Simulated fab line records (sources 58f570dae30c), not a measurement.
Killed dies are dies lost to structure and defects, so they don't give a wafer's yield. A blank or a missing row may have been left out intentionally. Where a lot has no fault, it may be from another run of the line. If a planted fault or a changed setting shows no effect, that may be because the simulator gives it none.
One fault through the eyes of 2 desks | flow berkeleyCmos170 | every desk sees just its own numbers, and what lay behind them comes last

## TOOL OWNER'S DESK, rieDiel-01
The tool's own readings at UCB170_SPACER_ETCHBACK_03 (etches SiO2 in CHF3/CF4/Ar, stops on Si, target depth 376 nm, time 100 s): means of the sampled wafers that have a number, for each lot that ran on this tool. A lot is out of limits, marked OUT, if its mean lies more than 4 standard deviations from the usual mean; the brackets give that distance.
Columns: A = drypumpMotorCurrentA at UCB170_SPACER_ETCHBACK_03, usual 5.6 A; B = oesProductAu at UCB170_SPACER_ETCHBACK_03, usual 0.908 a.u.; C = runLengthS at UCB170_SPACER_ETCHBACK_03, usual 128.2 s; D = throttleValvePct at UCB170_SPACER_ETCHBACK_03, usual 6.44 %
lot  | first seen here | A   | B     | C               | D
L670 | day 7 23:08     | 5.4 | 0.904 | 127.9           | 6.43
L673 | day 8 15:10     | 5.7 | 0.899 | 127.8           | 6.37
L674 | day 8 23:37     | 5.6 | 0.891 | 127.8           | 6.45
L677 | day 9 10:07     | 5.5 | 0.967 | 101.4 (-56) OUT | 6.40
L691 | day 12 19:53    | 5.4 | 0.900 | 127.6           | 6.43
L692 | day 12 19:57    | 5.7 | 0.910 | 127.9           | 6.39
This desk finds L677 out of limits, L677 being first, at day 9 10:07 (runLengthS at UCB170_SPACER_ETCHBACK_03). Within limits: L670, L673, L674, L691, L692.

## THE METROLOGY DESK
What the gauges read for every lot (on any tool): the sampled wafers with a number, averaged. A lot is out of limits, marked OUT, if its mean lies more than 4 standard deviations from the usual mean; the brackets give that distance.
Columns: A = cdNm at UCB170_NLDD_CD_MEAS_06, usual 1200.0 nm; B = cdNm at UCB170_PSD_CD_MEAS_06, usual 1200.1 nm
lot  | first seen here | A      | B
L670 | day 7 16:19     | 1200.7 | 1201.9
L673 | day 8 07:29     | 1199.5 | 1199.4
L674 | day 8 17:13     | 1199.3 | 1197.7
L677 | day 9 03:05     | 1199.4 | 1200.0
L680 | day 9 18:11     | 1200.3 | 1198.7
L682 | day 10 05:40    | 1200.2 | 1200.5
L683 | day 10 07:18    | 1200.1 | 1199.8
L686 | day 11 05:04    | 1200.9 | 1198.4
L687 | day 11 05:10    | 1197.3 | 1200.2
L689 | day 11 12:41    | 1198.2 | 1199.6
L690 | day 12 14:24    | 1200.2 | 1200.9
L691 | day 12 14:47    | 1199.7 | 1199.4
L692 | day 12 15:39    | 1199.6 | 1201.4
Result from this desk: across the 13 lots, nothing is out of limits.

## PUT TOGETHER
At day 9 10:07, on L677, the tool owner's desk was in a position to raise an alarm.
Metrology desk: nothing out of limits seen.
The metrology desk holds a record of L677, inside its limits.
On rieDiel-01, each named lot ran UCB170_SPACER_ETCHBACK_03.

## WHAT WAS PUT IN BY THE SIMULATOR
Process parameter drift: rieDiel-01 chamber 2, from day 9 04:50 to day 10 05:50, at UCB170_SPACER_ETCHBACK_03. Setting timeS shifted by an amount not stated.
Lots struck among those shown: L677.
Hours from the fault's start to each desk's first reading out of limits: the tool owner's desk, 5.
